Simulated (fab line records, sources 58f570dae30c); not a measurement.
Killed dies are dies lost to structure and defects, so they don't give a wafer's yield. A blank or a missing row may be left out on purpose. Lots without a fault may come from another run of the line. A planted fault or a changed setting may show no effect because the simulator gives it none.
Split-lot experiment | flow berkeley_cmos170 | 5 lots, 27 wafers read, on a route of 331 steps

THE SPLIT
At UCB170_M3_SPUTTER_01 (material Al, target thk 900 nm, time 120 s), the setting time_s was moved away from the recipe's 120 s on 12 of the 27 wafers read, by +17.2% to +33.2%. The other wafers ran this setting at the recipe's value.

FROM THE SPLIT TO THE READING: what the file shows between them, 4 steps
- UCB170_M3_RS_MEAS_02: measures by four-point-probe
- UCB170_M3_THK_MEAS_03: measures by xrf
- UCB170_M3_DEVELOP_14: develop time 45 s (also split here: develop_time_s)
- UCB170_M3_ETCH_17: etches BARC in N2/H2

THE READING
oes_product_au, in a.u., at UCB170_M3_METAL_ETCH_18 (etches Al in Cl2/BCl3, stops on SiO2, target depth 1170 nm, time 195 s). Fault-free wafers of this fab line usually give 0.858 a.u., standard deviation 0.012 a.u..

wafer  | tool, chamber at the split | time_s as run, s | against the recipe | oes_product_au, a.u. | against lot-mates on the recipe
L074.1 | pvd_sputter-01, -          | 146.1            | +21.8%             | 0.963                | +0.101
L074.2 | pvd_sputter-01, -          | 146.1            | +21.8%             | 0.967                | +0.105
L074.3 | pvd_sputter-01, -          | 146.1            | +21.8%             | 0.971                | +0.109
L074.4 | pvd_sputter-01, -          | 120              | recipe             | 0.866                | -
L074.5 | pvd_sputter-01, -          | 120              | recipe             | 0.864                | -
L074.6 | pvd_sputter-01, -          | 120              | recipe             | 0.855                | -
L078.3 | pvd_sputter-01, -          | 120              | recipe             | 0.849                | -
L078.4 | pvd_sputter-01, -          | 120              | recipe             | 0.879                | -
L078.5 | pvd_sputter-01, -          | 120              | recipe             | 0.879                | -
L077.1 | pvd_sputter-02, -          | 120              | recipe             | 0.863                | -
L077.2 | pvd_sputter-02, -          | 140.6            | +17.2%             | 0.960                | +0.102
L077.3 | pvd_sputter-02, -          | 140.6            | +17.2%             | 0.947                | +0.089
L077.4 | pvd_sputter-02, -          | 120              | recipe             | 0.854                | -
L077.5 | pvd_sputter-02, -          | 120              | recipe             | 0.857                | -
L077.6 | pvd_sputter-02, -          | 140.6            | +17.2%             | 0.952                | +0.094
L081.1 | pvd_sputter-03, -          | 120              | recipe             | 0.846                | -
L081.2 | pvd_sputter-03, -          | 120              | recipe             | 0.874                | -
L081.3 | pvd_sputter-03, -          | 159.8            | +33.2%             | 1.013                | +0.158
L081.4 | pvd_sputter-03, -          | 159.8            | +33.2%             | 0.985                | +0.130
L081.5 | pvd_sputter-03, -          | 120              | recipe             | 0.844                | -
L081.6 | pvd_sputter-03, -          | 159.8            | +33.2%             | 1.019                | +0.164
L083.1 | pvd_sputter-02, -          | 120              | recipe             | 0.849                | -
L083.2 | pvd_sputter-02, -          | 120              | recipe             | 0.853                | -
L083.3 | pvd_sputter-02, -          | 151.5            | +26.2%             | 0.980                | +0.135
L083.4 | pvd_sputter-02, -          | 120              | recipe             | 0.833                | -
L083.5 | pvd_sputter-02, -          | 151.5            | +26.2%             | 0.981                | +0.136
L083.6 | pvd_sputter-02, -          | 151.5            | +26.2%             | 0.965                | +0.120

THE FIT
A straight line over all 27 wafers: oes_product_au changes by +0.00464 a.u. for each +1% of time_s; r = +0.98; the points scatter about the line by 0.013 a.u..
The same after taking each lot's own level away (the mean of its wafers on the recipe; 27 wafers): +0.00478 a.u. for each +1%; r = +0.98; scatter 0.011 a.u..
On that fit, the largest move of time_s shifts the reading by 0.16 a.u..
The lots' own levels span 0.8450 to 0.8690 a.u., that is 2.0 times the standard deviation above.
So the lot-to-lot level changes the slope little: the two slopes agree.
Check: with one of the wafers moved furthest among these (+33.2%) left out of the fit, the line predicts +0.16 a.u. for it against its lot-mates. It came out at +0.158 a.u. against them.

OTHER SPLITS ON THESE WAFERS
These wafers also went through other splits before the reading. Each is held against what the fit with the lots' levels taken away leaves over:
other split on the same wafers           | wafers away from the commonest value | r with oes_product_au (lot level and that fit taken away)
UCB170_PWELL_OXIDATION_02 ox_time_s      | 21                                   | -0.27
UCB170_SPACER_ETCHBACK_03 target_depth_a | 12                                   | +0.11
UCB170_V1_CVD_00 time_s                  | 12                                   | +0.16
UCB170_M3_DEVELOP_14 develop_time_s      | 9                                    | +0.21

THE WHOLE CHAIN: every reading that the file lists as answering this split, in the file's order
step                    | what it does                                                           | reading                                                                     | change (the file's fit)                   | r (the file's)
UCB170_M3_SPUTTER_01    | material Al, target thk 900 nm, time 120 s                             | Al_of_M3_SPUTTER_01.thk_nm (the simulator's own value, which no gauge read) | +9.11 nm for each +1% of the setting      | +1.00
UCB170_M3_RS_MEAS_02    | measures by four-point-probe                                           | M3_AL_RS                                                                    | -0.000259 for each +1% of the setting     | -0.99
UCB170_M3_THK_MEAS_03   | measures by xrf                                                        | M3_AL_THK                                                                   | +9.06 for each +1% of the setting         | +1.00
UCB170_M3_METAL_ETCH_18 | etches Al in Cl2/BCl3, stops on SiO2, target depth 1170 nm, time 195 s | oes_product_au                                                              | +0.00482 a.u. for each +1% of the setting | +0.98

THE FILE'S OWN FIT
oes_product_au changes by +0.00482 a.u. for each +1% of time_s, r = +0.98.
